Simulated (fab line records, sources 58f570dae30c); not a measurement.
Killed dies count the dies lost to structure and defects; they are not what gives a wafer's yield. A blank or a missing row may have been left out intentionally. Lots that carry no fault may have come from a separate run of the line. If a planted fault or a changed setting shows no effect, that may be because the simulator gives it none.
Commonality check across tools ; flow berkeleyCmos170 ; Lots sampled 14, wafers sampled 42

WHY THIS WAS OPENED
UCB170_NSD_TW_MEAS_10, reading NSD_TW: flagged on 2 of 14 lots. No-fault wafers: 4190, standard deviation 31.
Rule: a lot gets a flag if all its wafers with a number sit over 4 standard deviations from that mean, or if no wafer of it has a number. The rest of the lots are taken to be sound.

lot;measured;on;NSD_TW, wafer by wafer;flag
L545;day 6 04:27;filmMetro-02;4150 4178 4179;
L551;day 7 05:58;filmMetro-03;4232 4245 4250;
L550;day 7 08:20;filmMetro-02;4159 4172 4184;
L553;day 7 14:57;filmMetro-02;4164 4158 4149;
L552;day 7 15:04;filmMetro-03;4249 4218 4235;
L556;day 8 15:49;filmMetro-04;30 30 30;FLAGGED
L557;day 8 16:08;filmMetro-02;30 30 30;FLAGGED
L561;day 9 20:35;filmMetro-03;4239 4206 4238;
L562;day 9 20:38;filmMetro-04;4164 4177 4181;
L563;day 10 11:01;filmMetro-02;4188 4177 4193;
L566;day 10 19:49;filmMetro-02;4178 4185 4183;
L565;day 10 19:58;filmMetro-04;4159 4153 4144;
L567;day 11 04:13;filmMetro-02;4169 4172 4177;
L568;day 11 04:13;filmMetro-04;4191 4168 4206;
The numbers of the flagged lots are 30 on average: -4160 against the usual, or -99 or more standard deviations.

WHICH TOOL EACH LOT WENT THROUGH
The record holds 2 process steps before the reading, out of a route of 331 steps. Each cell gives the tool, then ch followed by the chambers the sampled wafers passed through, then the start.
lot;flag;UCB170_PSD_STRIP_09;UCB170_NSD_STRIP_09
L545;;plasmaAsher-02 ch 0,1, day 5 23:58;plasmaAsher-03 ch 0,1, day 6 04:20
L551;;plasmaAsher-02 ch 1, day 7 02:49;plasmaAsher-04 ch 0,1, day 7 05:52
L550;;plasmaAsher-02 ch 0,1, day 7 05:37;plasmaAsher-04 ch 0,1, day 7 08:14
L553;;plasmaAsher-04 ch 0,1, day 7 13:13;plasmaAsher-01 ch 0,1, day 7 14:50
L552;;plasmaAsher-03 ch 0,1, day 7 13:13;plasmaAsher-03 ch 0,1, day 7 14:57
L556;FLAGGED;plasmaAsher-03 ch 0,1, day 8 13:49;plasmaAsher-01 ch 0,1, day 8 15:43
L557;FLAGGED;plasmaAsher-04 ch 0,1, day 8 14:07;plasmaAsher-03 ch 0,1, day 8 16:03
L561;;plasmaAsher-02 ch 0,1, day 9 18:17;plasmaAsher-04 ch 0,1, day 9 20:29
L562;;plasmaAsher-03 ch 0,1, day 9 18:28;plasmaAsher-01 ch 0,1, day 9 20:34
L563;;plasmaAsher-03 ch 0,1, day 10 06:05;plasmaAsher-03 ch 0,1, day 10 10:56
L566;;plasmaAsher-03 ch 0, day 10 17:52;plasmaAsher-03 ch 0,1, day 10 19:43
L565;;plasmaAsher-04 ch 1, day 10 18:06;plasmaAsher-04 ch 0,1, day 10 19:52
L567;;plasmaAsher-04 ch 0,1, day 11 01:50;plasmaAsher-04 ch 0,1, day 11 04:08
L568;;plasmaAsher-02 ch 0,1, day 11 02:04;plasmaAsher-01 ch 0,1, day 11 04:07
These steps, and what they do:
- UCB170_PSD_STRIP_09: strips in O2.
- UCB170_NSD_STRIP_09: strips in O2.
- UCB170_NSD_TW_MEAS_10

FLAGGED AGAINST TOTAL, ONE TOOL AT A TIME (gauges that did the reading follow at the end)
step;tool;lots run;flagged;share of the flagged lots;sound lots run after its first flagged lot
UCB170_PSD_STRIP_09;plasmaAsher-02;5;0;none;-
UCB170_PSD_STRIP_09;plasmaAsher-03;5;1;some;3 (L562,L563,L566)
UCB170_PSD_STRIP_09;plasmaAsher-04;4;1;some;2 (L565,L567)
UCB170_NSD_STRIP_09;plasmaAsher-01;4;1;some;2 (L562,L568)
UCB170_NSD_STRIP_09;plasmaAsher-03;5;1;some;2 (L563,L566)
UCB170_NSD_STRIP_09;plasmaAsher-04;5;0;none;-
UCB170_NSD_TW_MEAS_10;filmMetro-02;7;1;some;3 (L563,L566,L567)
UCB170_NSD_TW_MEAS_10;filmMetro-03;3;0;none;-
UCB170_NSD_TW_MEAS_10;filmMetro-04;4;1;some;3 (L562,L565,L568)

WHAT IS ALLOWED BY THE TABLE
No row of the table ran every flagged lot.

WHAT THE SIMULATOR PUT IN
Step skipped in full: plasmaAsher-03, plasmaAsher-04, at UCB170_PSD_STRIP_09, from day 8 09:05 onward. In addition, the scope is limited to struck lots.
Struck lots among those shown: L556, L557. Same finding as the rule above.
